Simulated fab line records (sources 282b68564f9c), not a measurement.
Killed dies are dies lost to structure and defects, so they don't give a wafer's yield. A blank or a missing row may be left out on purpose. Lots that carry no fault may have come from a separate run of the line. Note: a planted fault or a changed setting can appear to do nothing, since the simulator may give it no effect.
Commonality check across tools / flow rit cmos / Sampled: 14 lots, 42 wafers

## THE REASON FOR OPENING IT
At RIT_PLDD_TW_MEAS_10 the reading PLDD_TW is flagged on 2 of 14 lots. Wafers without a fault read 2362, standard deviation 16.
Rule: a lot is flagged in two cases, either no wafer of it has a number, or all its wafers with numbers fall more than 4 standard deviations from that mean. As for the other lots, they are considered sound.

lot=L774; measured=day 2 19:35; on=film metro-04; PLDD_TW, wafer by wafer=2372 2363 2368; flag=
lot=L775; measured=day 3 01:11; on=film metro-04; PLDD_TW, wafer by wafer=2381 2372 2377; flag=
lot=L776; measured=day 3 05:59; on=film metro-03; PLDD_TW, wafer by wafer=2358 2372 2358; flag=
lot=L777; measured=day 3 10:37; on=film metro-04; PLDD_TW, wafer by wafer=2375 2381 2381; flag=
lot=L778; measured=day 3 14:27; on=film metro-01; PLDD_TW, wafer by wafer=2331 2323 2325; flag=
lot=L779; measured=day 3 21:04; on=film metro-04; PLDD_TW, wafer by wafer=2392 2379 2364; flag=
lot=L780; measured=day 4 00:59; on=film metro-01; PLDD_TW, wafer by wafer=2341 2336 2329; flag=
lot=L781; measured=day 4 07:11; on=film metro-03; PLDD_TW, wafer by wafer=2384 2375 2383; flag=
lot=L788; measured=day 5 19:05; on=film metro-03; PLDD_TW, wafer by wafer=2374 2365 2374; flag=
lot=L790; measured=day 6 04:41; on=film metro-03; PLDD_TW, wafer by wafer=30 30 30; flag=FLAGGED
lot=L791; measured=day 6 08:22; on=film metro-04; PLDD_TW, wafer by wafer=30 30 30; flag=FLAGGED
lot=L792; measured=day 6 13:07; on=film metro-01; PLDD_TW, wafer by wafer=2346 2345 2344; flag=
lot=L793; measured=day 6 19:27; on=film metro-03; PLDD_TW, wafer by wafer=2367 2357 2358; flag=
lot=L794; measured=day 7 03:59; on=film metro-01; PLDD_TW, wafer by wafer=2339 2355 2347; flag=
On average the flagged lots read 30, which is -2332 against the usual, or -99 or more standard deviations.

## TOOL THAT RAN EACH LOT
The record holds 1 process step before the reading, out of a route of 202 steps. In each cell: the tool, then ch and the chambers that the sampled wafers went through, then the start.
lot=L774; flag=; RIT_PLDD_DEVELOP_05=litho track-02 ch 0, day 2 18:00
lot=L775; flag=; RIT_PLDD_DEVELOP_05=litho track-02 ch 0, day 3 00:00
lot=L776; flag=; RIT_PLDD_DEVELOP_05=litho track-03 ch 0, day 3 05:00
lot=L777; flag=; RIT_PLDD_DEVELOP_05=litho track-04 ch 0, day 3 09:00
lot=L778; flag=; RIT_PLDD_DEVELOP_05=litho track-04 ch 0, day 3 13:00
lot=L779; flag=; RIT_PLDD_DEVELOP_05=litho track-02 ch 0, day 3 20:00
lot=L780; flag=; RIT_PLDD_DEVELOP_05=litho track-03 ch 0, day 4 00:00
lot=L781; flag=; RIT_PLDD_DEVELOP_05=litho track-03 ch 0, day 4 06:00
lot=L788; flag=; RIT_PLDD_DEVELOP_05=litho track-04 ch 0, day 5 18:00
lot=L790; flag=FLAGGED; RIT_PLDD_DEVELOP_05=litho track-02 ch 0, day 6 04:00
lot=L791; flag=FLAGGED; RIT_PLDD_DEVELOP_05=litho track-02 ch 0, day 6 07:00
lot=L792; flag=; RIT_PLDD_DEVELOP_05=litho track-03 ch 0, day 6 12:00
lot=L793; flag=; RIT_PLDD_DEVELOP_05=litho track-03 ch 0, day 6 18:00
lot=L794; flag=; RIT_PLDD_DEVELOP_05=litho track-03 ch 0, day 7 03:00
What is done by these steps:
- RIT_PLDD_DEVELOP_05: develop time 50 s.
- RIT_PLDD_TW_MEAS_10

## FLAGGED AGAINST TOTAL, ONE TOOL AT A TIME (gauges that did the reading follow at the end)
step=RIT_PLDD_DEVELOP_05; tool=litho track-02; lots run=5; flagged=2; share of the flagged lots=all; sound lots run after its first flagged lot=0
step=RIT_PLDD_DEVELOP_05; tool=litho track-03; lots run=6; flagged=0; share of the flagged lots=none; sound lots run after its first flagged lot=-
step=RIT_PLDD_DEVELOP_05; tool=litho track-04; lots run=3; flagged=0; share of the flagged lots=none; sound lots run after its first flagged lot=-
step=RIT_PLDD_TW_MEAS_10; tool=film metro-01; lots run=4; flagged=0; share of the flagged lots=none; sound lots run after its first flagged lot=-
step=RIT_PLDD_TW_MEAS_10; tool=film metro-03; lots run=5; flagged=1; share of the flagged lots=some; sound lots run after its first flagged lot=1 (L793)
step=RIT_PLDD_TW_MEAS_10; tool=film metro-04; lots run=5; flagged=1; share of the flagged lots=some; sound lots run after its first flagged lot=0

## WHAT THE TABLE PERMITS
1 row of the table ran every flagged lot: litho track-02 at RIT_PLDD_DEVELOP_05.
- litho track-02 at RIT_PLDD_DEVELOP_05: 2 of its 5 lots flagged. It ran its last sound lot, L779, at day 3 20:00 and its first flagged lot, L790, at day 6 04:00: a fault with its onset between the two fits.
Left over: one tool, litho track-02 at RIT_PLDD_DEVELOP_05.

## WHAT WAS PUT IN BY THE SIMULATOR
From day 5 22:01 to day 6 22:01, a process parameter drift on litho track-02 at RIT_PLDD_DEVELOP_05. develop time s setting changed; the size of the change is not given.
Shown lots that were struck: L790, L791. The rule above reached the same finding.
